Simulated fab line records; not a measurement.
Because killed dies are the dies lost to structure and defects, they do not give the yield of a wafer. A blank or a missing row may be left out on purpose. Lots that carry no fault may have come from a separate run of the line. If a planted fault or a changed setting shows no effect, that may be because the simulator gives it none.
fab line records	flow rit_cmos
[record] lots = 5	wafers = 15	last_day = 7
route steps=202 shown NLDD@111 PLDD@114 M1@202
lots with no fault: from the same line, run without faults
start_h: the number of hours between the record's first day and the start of the first shown wafer of the lot	wait_h: hours elapsed since this lot's preceding step	" as in the row above	L1.1+2: several wafers, shown together as one row	- value missing, or start not given	* or withheld: withheld	< > ~ a bound
route shown NAME@n: NAME is a module with steps in the file, n the number in the route of the first one	usual: mean/standard deviation of fault-free wafers	same: alike in all rows	chamber/n: place in a boat	sites: per-site readings	_std_site: standard deviation across them	_edge_site: inner sites' mean taken away from outer sites' mean	radius_mm: for every site, how far away it sits from the centre of the wafer	mask NAME#n: copy n	behind: the last tool/chamber to shape the wafer	hold: reason for holding the lot/hours on hold/outcome of the hold	device: whichever transistor did not switch (one of n, p or np)	end of line: the tests these same wafers got at the end of their route	a step given without rows: its recipe and nothing more	killed: the dies lost at the first sort to structure and to defects; this is not the yield of the wafer	map: a wafer's dies, x killed, . not, _ none there
set.NAME: the setting that was run; set.NAME@STEP: the one run at that earlier step	model.NAME: the simulator's own value behind a step, which no gauge read
lots seen at some steps along the route; tables by step, rows by wafer
services: when a tool's chamber went out of use (start_h, in hours from the record's first day, below 0 if earlier), for how many hours, and the reason
[[steps]]
[step RIT_NLDD_IMPLANT_08]
[recipe] species = P	energy_kev = 20	dose_cm2 = 5e+14	tilt_deg = 7
[step RIT_NLDD_STRIP_09]
[recipe] chemistry = O2	time_s = 180	resist = NOVOLAK	platen_temp_c = withheld	power_w = 500	pressure_mtorr = 4000	o2_flow_sccm = 4000
[usual] drypump_motor_current_A = 5.80/0.29	o2_flow_sccm = 3999/11	run_length_s = 208.1/0.46
lot.wafer	tool	chamber	start_h	wait_h	drypump_motor_current_A	o2_flow_sccm	rf_hours_counter_h	run_length_s
L852.3	plasma_asher-04	0	48.59	0.1	6.00	3989	-	208.0
L852.4	"	1	"	"	5.57	4002	-	207.7
L852.5	"	1	"	"	5.59	4001	-	208.1
L857.2	plasma_asher-01	0	80.52	0.1	5.21	4018	45	208.4
L857.3	"	1	"	"	6.02	3989	-	208.3
L857.4	"	0	"	"	5.23	4011	-	208.1
L860.2	plasma_asher-04	0	92.43	0.1	5.98	3999	42	208.3
L860.3	"	0	"	"	6.00	4000	-	208.0
L860.5	"	1	"	"	5.58	4010	-	207.7
L871.2	plasma_asher-04	1	145.34	0.1	5.57	4015	47	207.5
L871.4	"	1	"	"	5.58	3995	-	207.7
L871.6	"	0	"	"	5.99	3997	-	208.1
L873.1	plasma_asher-03	0	156.84	0.1	5.90	3991	4	207.3
L873.4	"	1	"	"	6.15	3978	-	208.8
L873.5	"	1	"	"	6.16	3984	-	208.5
[step RIT_NLDD_TW_MEAS_10]
[usual] NLDD_TW = 2510/14
lot.wafer	tool	chamber	start_h	wait_h	NLDD_TW
L852.3	film_metro-04	-	48.72	0.1	2508
L852.4	"	-	"	"	2516
L852.5	"	-	"	"	2519
L857.2	film_metro-01	-	80.70	0.1	2516
L857.3	"	-	"	"	2501
L857.4	"	-	"	"	2504
L860.2	film_metro-01	-	92.61	0.1	2503
L860.3	"	-	"	"	2509
L860.5	"	-	"	"	2505
L871.2	film_metro-04	-	145.52	0.1	2489
L871.4	"	-	"	"	2484
L871.6	"	-	"	"	2502
L873.1	film_metro-02	-	157.01	0.1	2515
L873.4	"	-	"	"	2513
L873.5	"	-	"	"	2523
[step RIT_PLDD_HMDS_00]
[recipe] prime_time_s = 60	prime_temp_c = 140
[step RIT_PLDD_COAT_01]
[recipe] resist = NOVOLAK	spin_rpm = 3276	resist_thk_nm = 1000
[step RIT_PLDD_SOFTBAKE_02]
[recipe] resist = NOVOLAK	temp_c = 90	time_s = 60
[step RIT_PLDD_EXPOSE_03]
[recipe] mask_id = M8	na = 0.57	target_cd_nm = 40900	dose_mj = 250
[step RIT_PLDD_PEB_04]
[recipe] resist = NOVOLAK	temp_c = withheld	time_s = withheld
[step RIT_PLDD_DEVELOP_05]
[recipe] resist = NOVOLAK	develop_time_s = 50	dev_temp_c = 23
[step RIT_PLDD_OVL_MEAS_06]
[usual] PLDD_OVL = 0.9/1.5
lot.wafer	tool	chamber	start_h	wait_h	PLDD_OVL[nm]
L852.3	overlay-01	-	49.62	-	0.6
L852.4	"	-	"	"	0.1
L852.5	"	-	"	"	-2.2
L857.2	overlay-01	-	81.61	-	2.4
L857.3	"	-	"	"	0.6
L857.4	"	-	"	"	2.4
L860.2	overlay-01	-	93.67	-	0.4
L860.3	"	-	"	"	3.4
L860.5	"	-	"	"	1.6
L871.2	overlay-01	-	146.43	-	3.2
L871.4	"	-	"	"	1.7
L871.6	"	-	"	"	1.2
L873.1	overlay-02	-	158.05	-	3.0
L873.4	"	-	"	"	1.9
L873.5	"	-	"	"	1.0
[step RIT_PLDD_HARDBAKE_07]
[recipe] resist = NOVOLAK	temp_c = 140	time_s = 60
[step RIT_PLDD_IMPLANT_08]
[recipe] species = BF2	energy_kev = 20	dose_cm2 = 9e+14	tilt_deg = 7
[step RIT_PLDD_STRIP_09]
[recipe] chemistry = O2	time_s = 180	resist = NOVOLAK	platen_temp_c = withheld	power_w = 500	pressure_mtorr = 4000	o2_flow_sccm = 4181
[usual] drypump_motor_current_A = 5.69/0.29	o2_flow_sccm = 4182/11	run_length_s = 208.2/0.47
lot.wafer	tool	chamber	start_h	wait_h	drypump_motor_current_A	o2_flow_sccm	rf_hours_counter_h	run_length_s	model.NOVOLAK_of_PLDD_COAT_01.thk_nm
L852.3	plasma_asher-04	1	50.01	0.1	5.60	4197	-	207.7	0
L852.4	"	0	"	"	5.98	4200	-	208.4	0
L852.5	"	0	"	"	5.97	4195	-	208.0	0
L857.2	plasma_asher-02	0	81.94	0.1	5.78	4206	30	209.2	0
L857.3	"	1	"	"	5.34	4194	-	208.0	0
L857.4	"	0	"	"	5.80	4178	-	208.9	0
L860.2	plasma_asher-02	0	94.00	0.1	5.83	4196	32	72.1	222.6
L860.3	"	0	"	"	5.81	4202	-	72.1	224.6
L860.5	"	0	"	"	5.82	4204	-	72.2	221.3
L871.2	plasma_asher-02	0	146.76	0.1	5.80	4180	38	208.9	0
L871.4	"	1	"	"	5.38	4154	-	208.6	0
L871.6	"	0	"	"	5.78	4192	-	209.6	0
L873.1	plasma_asher-04	1	158.38	0.1	5.58	4187	49	207.5	0
L873.4	"	0	"	"	5.99	4182	-	208.1	0
L873.5	"	1	"	"	5.58	4174	-	207.5	0
[step RIT_PLDD_TW_MEAS_10]
[usual] PLDD_TW = 2364/12
lot.wafer	tool	chamber	start_h	wait_h	PLDD_TW
L852.3	film_metro-02	-	50.14	0.1	2372
L852.4	"	-	"	"	2364
L852.5	"	-	"	"	2364
L857.2	film_metro-02	-	82.12	0.1	2375
L857.3	"	-	"	"	2362
L857.4	"	-	"	"	2387
L860.2	film_metro-01	-	94.19	0.1	2375
L860.3	"	-	"	"	2366
L860.5	"	-	"	"	2357
L871.2	film_metro-04	-	146.94	0.1	2346
L871.4	"	-	"	"	2353
L871.6	"	-	"	"	2352
L873.1	film_metro-01	-	158.56	0.1	2360
L873.4	"	-	"	"	2376
L873.5	"	-	"	"	2355
[step RIT_M1_PROBE_99]
[usual] killed_at_M0_to_M3 = 0.0/0.12	killed_at_contacts = 0.0/0.22	killed_at_front_end = 7/3.2	killed_dies = 8/3.2	killed_on_rim = 1.9/1.4	killed_open = 3.7/2.1	killed_short = 3.8/2.2
[same] gross_dies = 264	killed_at_M4_up = 0	killed_at_back_side = 0	killed_at_other = 0
lot.wafer	tool	chamber	start_h	wait_h	hold	killed_at_M0_to_M3	killed_at_contacts	killed_at_front_end	killed_dies	killed_on_rim	killed_open	killed_short
L852.3	prober-02	-	63.72	0.2	-	0	0	12	12	3	6	6
L852.4	prober-02	-	63.77	0.2	-	0	0	15	15	5	11	4
L852.5	prober-02	-	63.82	0.2	-	0	0	8	8	4	5	3
L860.2	prober-02	-	107.69	0.1	await_dispo/3.0h/scrap	0	0	264	264	70	5	5
L860.3	prober-02	-	107.74	0.2	await_dispo/3.0h/scrap	0	0	264	264	70	5	0
L860.5	prober-02	-	107.84	0.2	await_dispo/3.0h/scrap	0	0	264	264	70	4	3
L871.2	prober-01	-	161.08	0.1	-	0	0	3	3	0	2	1
L871.4	prober-01	-	161.18	0.2	-	0	1	1	2	0	2	0
L871.6	prober-01	-	161.28	0.2	-	0	0	3	3	0	1	2
L873.1	prober-01	-	172.68	0.1	-	0	0	10	10	2	4	6
L873.4	prober-01	-	172.83	0.2	-	0	0	8	8	3	6	2
L873.5	prober-01	-	172.88	0.2	-	0	0	9	9	3	8	1
// killed by level:class
L852.3 GATE:geometric_particle:open=4 GATE:geometric_particle:short=3 REOX:geometric_particle:open=2 REOX:geometric_particle:short=2 SPACER:geometric_particle:short=1
L852.4 GATE:geometric_particle:open=7 REOX:geometric_particle:open=3 GATE:geometric_particle:short=2 FOX1:geometric_particle:short=1 FOX2:geometric_particle:open=1 SPACER:geometric_particle:short=1
L852.5 GATE:geometric_particle:open=2 FOX1:geometric_particle:open=1 FOX1:geometric_particle:short=1 GATE:geometric_particle:short=1 REOX:geometric_particle:open=1 SPACER:geometric_particle:open=1 SPACER:geometric_particle:short=1
L860.2 SPACER:area_cvd=254 GATE:geometric_particle:short=5 GATE:geometric_particle:open=3 FOX1:geometric_particle:open=1 FOX2:geometric_particle:open=1
L860.3 SPACER:area_cvd=259 SPACER:geometric_particle:open=3 FOX1:geometric_particle:open=1 GATE:geometric_particle:open=1
L860.5 SPACER:area_cvd=257 GATE:geometric_particle:short=3 GATE:geometric_particle:open=2 SPACER:geometric_particle:open=2
L871.2 FOX1:geometric_particle:open=1 GATE:geometric_particle:open=1 SILICIDE:geometric_particle:short=1
L871.4 FOX1:geometric_particle:open=1 CONTACT:geometric_particle:open=1
L871.6 SILICIDE:geometric_particle:short=2 FOX1:geometric_particle:open=1
L873.1 GATE:geometric_particle:open=3 SPACER:geometric_particle:short=3 FOX2:geometric_particle:short=1 GATE:geometric_particle:short=1 SPACER:geometric_particle:open=1 SILICIDE:geometric_particle:short=1
L873.4 FOX2:geometric_particle:open=2 GATE:geometric_particle:short=2 REOX:geometric_particle:open=2 FOX1:geometric_particle:open=1 SPACER:geometric_particle:open=1
L873.5 GATE:geometric_particle:open=4 SILICIDE:geometric_particle:open=2 FOX1:geometric_particle:open=1 GATE:geometric_particle:short=1 SPACER:geometric_particle:open=1
// map L860.2 (x killed, . not)
________xxxxxxx_______
_____xxxxxxxxxxxxx____
____xxxxxxxxxxxxxxx___
___xxxxxxxxxxxxxxxxx__
__xxxxxxxxxxxxxxxxxxx_
__xxxxxxxxxxxxxxxxxxx_
_xxxxxxxxxxxxxxxxxxxxx
_xxxxxxxxxxxxxxxxxxxxx
_xxxxxxxxxxxxxxxxxxxxx
_xxxxxxxxxxxxxxxxxxxxx
__xxxxxxxxxxxxxxxxxxx_
__xxxxxxxxxxxxxxxxxxx_
___xxxxxxxxxxxxxxxxx__
____xxxxxxxxxxxxxxx___
_____xxxxxxxxxxxxx____
________xxxxxxx_______
// map L857.3 (x killed, . not)
________......._______
_____.............____
____...............___
___.................__
__..................._
__...x..............._
_.....x.....x.........
_....x................
_..........x..........
_..........x..........
__.........x........._
__................x.._
___.x...............__
____..............x___
_____......x......____
________......._______
[[services]]
tool	chamber	start_h	hours	kind
plasma_asher-01	-	54.90	3.0	repair
plasma_asher-04	-	89.88	0.5	repair
plasma_asher-03	-	108.75	9.0	pm
plasma_asher-03	0	108.75	9.0	vent_cycle
plasma_asher-03	1	108.75	9.0	vent_cycle
plasma_asher-03	0	117.75	-	clean
plasma_asher-03	1	117.75	-	clean
plasma_asher-02	-	132.94	4.4	repair
[[key]]
[first_sign] step = RIT_PLDD_STRIP_09	reading = run_length_s	direction = down	sigmas = 99+	usual = *	struck = *
[effect] step = RIT_M1_PROBE_99	reading = killed_at_front_end	direction = up	sigmas = 81	usual = 7	struck = 264
[model_effect] step = RIT_PLDD_STRIP_09	value = NOVOLAK_of_PLDD_COAT_01.thk_nm	without = 0	struck = 222.8
[more_kills_born_at] RIT_SPACER_CVD_03@lpcvd-01 = 770
met_at RIT_PLDD_STRIP_09
struck_wafers L860.2,L860.3,L860.5
later_rows_left_out L860.2,L860.3,L860.5
tester_left_out L860
onset_between 81.94 94.00
[fault] kind = strip_aborted	tool = plasma_asher-02	chamber = -	onset_h = 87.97	steps = RIT_PLDD_STRIP_09	offset = 0.6	end_h = 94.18
// tester_left_out: of these lots the tester's yield and bins aren't shown, on N5 and GAA mostly nor the transistor test; their killed dies are dies lost to structure and defects alone, not to doping, threshold or leakage, so they don't give the yield
// later_rows_left_out: the simulator's readings of these wafers behind a module that went badly wrong aren't trusted and aren't shown, but for the sort
